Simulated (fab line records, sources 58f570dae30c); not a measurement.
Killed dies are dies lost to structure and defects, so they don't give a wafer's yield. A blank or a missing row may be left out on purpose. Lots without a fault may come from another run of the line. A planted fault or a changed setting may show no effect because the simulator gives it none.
Which tool did it? | flow berkeley_cmos170 | 13 lots, 39 wafers sampled, at 4 steps of a route of 331

WHAT THE GAUGES READ, wafer by wafer
UCB170_NWELL_THK_MEAS_05. Usual: NWELL_NITRIDE_THK 224.7 nm, standard deviation 2.6.
lot  | measured    | on            | NWELL_NITRIDE_THK (nm) | flag
L206 | day 2 12:36 | film_metro-04 | 223.7 224.3 222.7      |
L207 | day 3 07:01 | film_metro-03 | 224.3 226.1 224.8      |
L208 | day 3 07:01 | film_metro-04 | 224.7 224.6 224.1      |
L217 | day 4 13:16 | film_metro-01 | 224.5 226.5 225.6      |
L218 | day 5 01:46 | film_metro-01 | 224.6 224.4 223.9      |
L220 | day 5 12:55 | film_metro-03 | 221.0 219.6 219.4      |
L221 | day 5 12:58 | film_metro-01 | 225.5 224.9 225.4      |
L222 | day 5 21:58 | film_metro-03 | 224.4 221.8 224.0      |
L226 | day 6 08:41 | film_metro-04 | 223.9 224.8 223.4      |
L224 | day 6 08:42 | film_metro-01 | 219.4 217.3 221.1      |
L225 | day 6 08:43 | film_metro-03 | 225.6 227.6 227.3      |
L228 | day 7 00:04 | film_metro-03 | 222.6 222.3 222.4      |
L229 | day 7 04:11 | film_metro-03 | 223.7 226.0 224.3      |

UCB170_SACOX_THK_MEAS_02. Usual: SACOX_OXIDE_THK 14.38 nm, standard deviation 0.27.
lot  | measured     | on            | SACOX_OXIDE_THK (nm) | flag
L206 | day 6 05:20  | film_metro-03 | 14.46 14.52 14.46    |
L207 | day 6 18:01  | film_metro-04 | 14.77 14.47 14.62    |
L208 | day 6 18:01  | film_metro-02 | 14.51 14.55 14.72    |
L217 | day 7 23:38  | film_metro-03 | 14.44 14.53 14.38    |
L218 | day 8 14:16  | film_metro-04 | 14.00 13.86 14.15    |
L220 | day 9 07:27  | film_metro-02 | 14.61 14.52 14.51    |
L221 | day 9 07:23  | film_metro-02 | 14.51 14.48 14.48    |
L222 | day 9 07:23  | film_metro-04 | 14.67 14.23 14.67    |
L226 | day 9 17:50  | film_metro-03 | 14.15 14.20 14.01    |
L224 | day 9 17:51  | film_metro-04 | 14.53 14.53 14.32    |
L225 | day 9 17:52  | film_metro-02 | 14.10 14.16 14.27    |
L228 | day 10 12:16 | film_metro-03 | 14.28 14.54 14.42    |
L229 | day 10 18:41 | film_metro-04 | 14.29 14.32 14.46    |

UCB170_CONTACT_CD_MEAS_15: target cd 700 nm. Usual: cd_nm 700.2 nm, standard deviation 1.8.
lot  | measured     | on        | cd_nm (nm)        | flag
L206 | day 8 18:22  | cd_sem-01 | 697.8 698.3 698.8 |
L207 | day 8 22:08  | cd_sem-01 | 702.5 702.4 702.5 |
L208 | day 8 21:35  | cd_sem-01 | 701.6 701.7 701.5 |
L217 | day 10 09:16 | cd_sem-01 | 700.6 699.5 699.7 |
L218 | day 11 01:03 | cd_sem-01 | 696.1 697.7 697.1 |
L220 | day 11 15:02 | cd_sem-02 | 699.2 698.3 699.2 |
L221 | day 11 13:14 | cd_sem-02 | 703.4 702.9 703.5 |
L222 | day 11 15:08 | cd_sem-01 | 697.6 700.0 699.0 |
L226 | day 11 23:50 | cd_sem-01 | 703.4 702.7 702.9 |
L224 | day 11 23:32 | cd_sem-01 | 702.1 700.7 701.5 |
L225 | day 12 03:35 | cd_sem-02 | 697.7 697.0 698.1 |
L228 | day 12 18:20 | cd_sem-01 | 697.0 698.2 696.9 |
L229 | day 13 01:43 | cd_sem-01 | 700.0 698.3 698.4 |

WHICH TOOL RAN EACH LOT (tool, then ch and the chambers of the sampled wafers, then the start)
lot  | UCB170_PSD_STRIP_09
L206 | plasma_asher-03 ch 0,1, day 8 05:53
L207 | plasma_asher-04 ch 0,1, day 8 13:31
L208 | plasma_asher-03 ch 0,1, day 8 13:07
L217 | plasma_asher-03 ch 0,1, day 9 21:10
L218 | plasma_asher-04 ch 0,1, day 10 12:38
L220 | plasma_asher-01 ch 0,1, day 11 03:37
L221 | plasma_asher-04 ch 0,1, day 11 03:20
L222 | plasma_asher-04 ch 0,1, day 11 03:53
L226 | plasma_asher-04 ch 0,1, day 11 15:44
L224 | plasma_asher-01 ch 1, day 11 15:37
L225 | plasma_asher-01 ch 0,1, day 11 15:59
L228 | plasma_asher-01 ch 0,1, day 12 05:09
L229 | plasma_asher-04 ch 0,1, day 12 17:15
- UCB170_PSD_STRIP_09: strips in O2.

WHAT THE TOOLS THEMSELVES READ (means of the sampled wafers that have a number; where no wafer has one, the mark that the record gives instead)
UCB170_PSD_STRIP_09. Usual: chamber_pressure_mTorr 3501 mTorr, standard deviation 8.9; drypump_motor_current_A 5.7 A, standard deviation 0.41; oes_product_au 0.600 a.u., standard deviation 0.0048; strip_time_to_endpoint_s 29.40 s, standard deviation 0.062.
lot  | tool            | chamber_pressure_mTorr (mTorr) | drypump_motor_current_A (A) | oes_product_au (a.u.) | strip_time_to_endpoint_s (s) | flag
L206 | plasma_asher-03 | 3502                           | 6.1                         | 0.602                 | 29.34                        |
L207 | plasma_asher-04 | 3498                           | 5.3                         | 0.607                 | 29.37                        |
L208 | plasma_asher-03 | 3499                           | 6.1                         | 0.599                 | 29.44                        |
L217 | plasma_asher-03 | 3969                           | 6.1                         | 0.601                 | 29.36                        | OFF
L218 | plasma_asher-04 | 3500                           | 5.3                         | 0.600                 | 29.33                        |
L220 | plasma_asher-01 | 3497                           | 5.9                         | 0.597                 | 29.44                        |
L221 | plasma_asher-04 | 3500                           | 5.4                         | 0.593                 | 29.33                        |
L222 | plasma_asher-04 | 3498                           | 5.4                         | 0.600                 | 29.36                        |
L226 | plasma_asher-04 | 3498                           | 5.4                         | 0.603                 | 29.29                        |
L224 | plasma_asher-01 | 3497                           | 6.4                         | 0.599                 | 29.42                        |
L225 | plasma_asher-01 | 3499                           | 6.1                         | 0.599                 | 29.37                        |
L228 | plasma_asher-01 | 3500                           | 6.1                         | 0.602                 | 29.34                        |
L229 | plasma_asher-04 | 3502                           | 5.3                         | 0.599                 | 29.52                        |

THE ANSWER, worked out from the rows above alone
Rule: a lot is off if the mean of its wafers that have a number lies more than 3 standard deviations from the usual mean. A lot without any number at a reading at which 4 lots or more have one is off too. The other lots that the step has rows for count as sound. The gauges are gone through in route order, then the tools' own readings, and for those a lot's mean is taken as printed above. The first step at which some lot is off is used, and at that step the reading that is off furthest; a lot without a number counts as furthest.
Off: L217, at UCB170_PSD_STRIP_09 (chamber_pressure_mTorr).
A tool fits if, at that step or a process step before it, it ran every lot that is off, and no sound lot after the first of them. One fits: plasma_asher-03 at UCB170_PSD_STRIP_09. Its last sound lot is L208 (day 8 13:07), its first lot that is off L217 (day 9 21:10): a fault that began between those two fits.
The tool's own readings at UCB170_PSD_STRIP_09 bear it out: on the lots that are off they differ by more than 5 times the standard deviation of the sound lots' means. chamber_pressure_mTorr reads 3969 mTorr there against 3499 mTorr on the sound lots.

WHAT THE SIMULATOR HAD PUT IN
Process parameter drift: plasma_asher-03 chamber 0, from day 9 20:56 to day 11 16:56, at UCB170_PSD_STRIP_09. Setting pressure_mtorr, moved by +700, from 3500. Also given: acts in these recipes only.
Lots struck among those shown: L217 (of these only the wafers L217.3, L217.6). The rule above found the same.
